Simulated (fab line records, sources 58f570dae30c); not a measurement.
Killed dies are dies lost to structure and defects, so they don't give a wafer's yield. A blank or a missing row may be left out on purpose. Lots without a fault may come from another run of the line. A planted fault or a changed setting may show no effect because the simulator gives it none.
Problem report in the 8D (eight disciplines) form, filled by code | flow berkeley_cmos170 | the parts of the form that need people (team, actions taken, sign-off) are left out

1. THE PROBLEM
oes_product_au at UCB170_M1_ETCH_11 reads a mean of 1.409 a.u. on 6 wafers of 2 lots; wafers without a fault read 1.000 a.u. with a standard deviation of 0.024. That is +17 standard deviations from the usual mean.
The step: etches BARC in N2/H2.
First seen on wafer L418.2, day 9 03:15, on rie_diel-02. The record holds 42 wafers of 14 lots with a number at this step. Rule for "out", or "out of limits": more than 4 standard deviations from the usual mean. The other wafers with a number count as sound.

2. WHAT IT IS AND WHAT IT IS NOT
question                    | is                     | is not
which readings at this step | oes_product_au         | drypump_motor_current_A, h2_flow_sccm, rf_fwd_power_W, throttle_valve_pct
which lots                  | L418, L422             | L408, L409, L410, L411, L412, L413, L414, L415, L417, L425, L428, L429
which wafers of those lots  | all that have a number | -
read on which tools         | rie_diel-02            | rie_diel-01, rie_diel-03
when                        | from day 9 03:15       | up to then (27 sound wafers); but 9 sound wafers of L425, L428, L429 came after

3. SUSPECTS, AND WHAT RULES EACH OUT
Counting: a tool at a process step up to the reading stays a suspect if it ran every lot that is out and no sound lot after the first of them.
- rie_diel-02 at UCB170_M1_ETCH_11 (etches BARC in N2/H2): kept. It ran every lot that is out, first L418 (day 9 03:15), and no sound lot after that; its last sound lot up to then is L415 (day 8 11:54). Its own readings are out on those wafers: oes_product_au.
Left after counting: rie_diel-02 at UCB170_M1_ETCH_11.

4. THE CAUSE (what the simulator had put in)
Process parameter drift: rie_diel-02, from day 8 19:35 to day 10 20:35, at UCB170_M1_ETCH_11. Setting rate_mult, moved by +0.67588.
Counting left only this tool.

5. THE CHAIN OF EFFECTS, in route order
Each row: a reading whose mean over the struck wafers that have a number lies more than 3 standard deviations from the usual. Only readings for which the record gives a usual standard deviation are gone through. hours: the time from each lot's start at the first step in this table that gives one to its start at this step, as a median over the lots. sigmas: the change in usual standard deviations.
hours | step              | reading        | usual      | on struck wafers | change | sigmas
0     | UCB170_M1_ETCH_11 | oes_product_au | 1.000 a.u. | 1.409            | +0.409 | +17
The process steps in it:
- UCB170_M1_ETCH_11: etches BARC in N2/H2.
Later measuring or inspecting steps at which every struck wafer that the step has a row for has a number for every such reading, and none has moved that far: UCB170_M1_CD_MEAS_90.

6. WHAT WOULD HAVE CAUGHT IT SOONER
In this record the first reading out of limits was taken at day 9 03:15, 8 hours after the fault began at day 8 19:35.
